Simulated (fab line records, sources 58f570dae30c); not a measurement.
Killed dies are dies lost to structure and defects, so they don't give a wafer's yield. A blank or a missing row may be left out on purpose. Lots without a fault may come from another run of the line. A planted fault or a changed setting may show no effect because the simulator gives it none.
Split-lot experiment | flow berkeley_cmos170 | 5 lots, 23 wafers read, on a route of 331 steps

THE SPLIT
At UCB170_PFIELD_IMPLANT_07, the setting energy_kev was moved away from the recipe's 80 on 8 of the 23 wafers read, by -5.8% to +5.4%. The other wafers ran this setting at the recipe's value.

The reading is taken at the split's own step.

THE READING
implant.drp_nm (the simulator's own value, which no gauge read), in nm, at UCB170_PFIELD_IMPLANT_07. The file gives no usual value for it.

wafer  | tool, chamber at the split | energy_kev as run | against the recipe | implant.drp_nm, nm | against lot-mates on the recipe
L076.1 | implanter-01, 0            | 83.84             | +4.8%              | 76.51              | +1.65
L076.2 | implanter-01, 0            | 83.84             | +4.8%              | 76.51              | +1.65
L076.3 | implanter-01, 0            | 80                | recipe             | 74.86              | -
L076.4 | implanter-01, 0            | 80                | recipe             | 74.86              | -
L076.6 | implanter-01, 0            | 80                | recipe             | 74.86              | -
L079.2 | implanter-04, 0            | 84.3              | +5.4%              | 76.7               | +1.84
L079.6 | implanter-04, 0            | 84.3              | +5.4%              | 76.7               | +1.84
L079.3 | implanter-04, 0            | 80                | recipe             | 74.86              | -
L079.4 | implanter-04, 0            | 80                | recipe             | 74.86              | -
L079.5 | implanter-04, 0            | 80                | recipe             | 74.86              | -
L081.1 | implanter-03, 0            | 80                | recipe             | 74.86              | -
L081.2 | implanter-03, 0            | 80                | recipe             | 74.86              | -
L081.5 | implanter-03, 0            | 80                | recipe             | 74.86              | -
L081.4 | implanter-03, 0            | 84.01             | +5.0%              | 76.58              | +1.72
L081.6 | implanter-03, 0            | 84.01             | +5.0%              | 76.58              | +1.72
L083.2 | implanter-01, 0            | 80                | recipe             | 74.86              | -
L083.3 | implanter-01, 0            | 80                | recipe             | 74.86              | -
L083.4 | implanter-01, 0            | 80                | recipe             | 74.86              | -
L083.5 | implanter-01, 0            | 75.38             | -5.8%              | 72.71              | -2.15
L083.6 | implanter-01, 0            | 75.38             | -5.8%              | 72.71              | -2.15
L085.1 | implanter-03, 0            | 80                | recipe             | 74.86              | -
L085.3 | implanter-03, 0            | 80                | recipe             | 74.86              | -
L085.6 | implanter-03, 0            | 80                | recipe             | 74.86              | -

THE FIT
A straight line over all 23 wafers: implant.drp_nm changes by +0.354 nm for each +1% of energy_kev; r = +1.00; the points scatter about the line by 0.037 nm.
The same after taking each lot's own level away (the mean of its wafers on the recipe; 23 wafers): +0.354 nm for each +1%; r = +1.00; scatter 0.037 nm.
On that fit, the largest move of energy_kev shifts the reading by 2 nm.
The lots' own levels span 74.860 to 74.860 nm.
So the lot-to-lot level changes the slope little: the two slopes agree.
Check: with one of the wafers moved furthest among these (-5.8%) left out of the fit, the line predicts -2.04 nm for it against its lot-mates. It came out at -2.15 nm against them.

OTHER SPLITS ON THESE WAFERS
These wafers also went through other splits before the reading. Each is held against what the fit with the lots' levels taken away leaves over:
other split on the same wafers | wafers away from the commonest value | r with implant.drp_nm (lot level and that fit taken away)
UCB170_NWELL_CVD_04 temp_c     | 15                                   | -0.22
UCB170_PWELL_CVD_05 time_s     | 15                                   | -0.05

THE WHOLE CHAIN: every reading that the file lists as answering this split, in the file's order
step                     | what it does | reading                                                         | change (the file's fit)               | r (the file's)
UCB170_PFIELD_IMPLANT_07 |              | implant.rp_nm (the simulator's own value, which no gauge read)  | +2.16 nm for each +1% of the setting  | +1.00
UCB170_PFIELD_IMPLANT_07 |              | implant.drp_nm (the simulator's own value, which no gauge read) | +0.352 nm for each +1% of the setting | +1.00

THE FILE'S OWN FIT
implant.drp_nm changes by +0.352 nm for each +1% of energy_kev, r = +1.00.
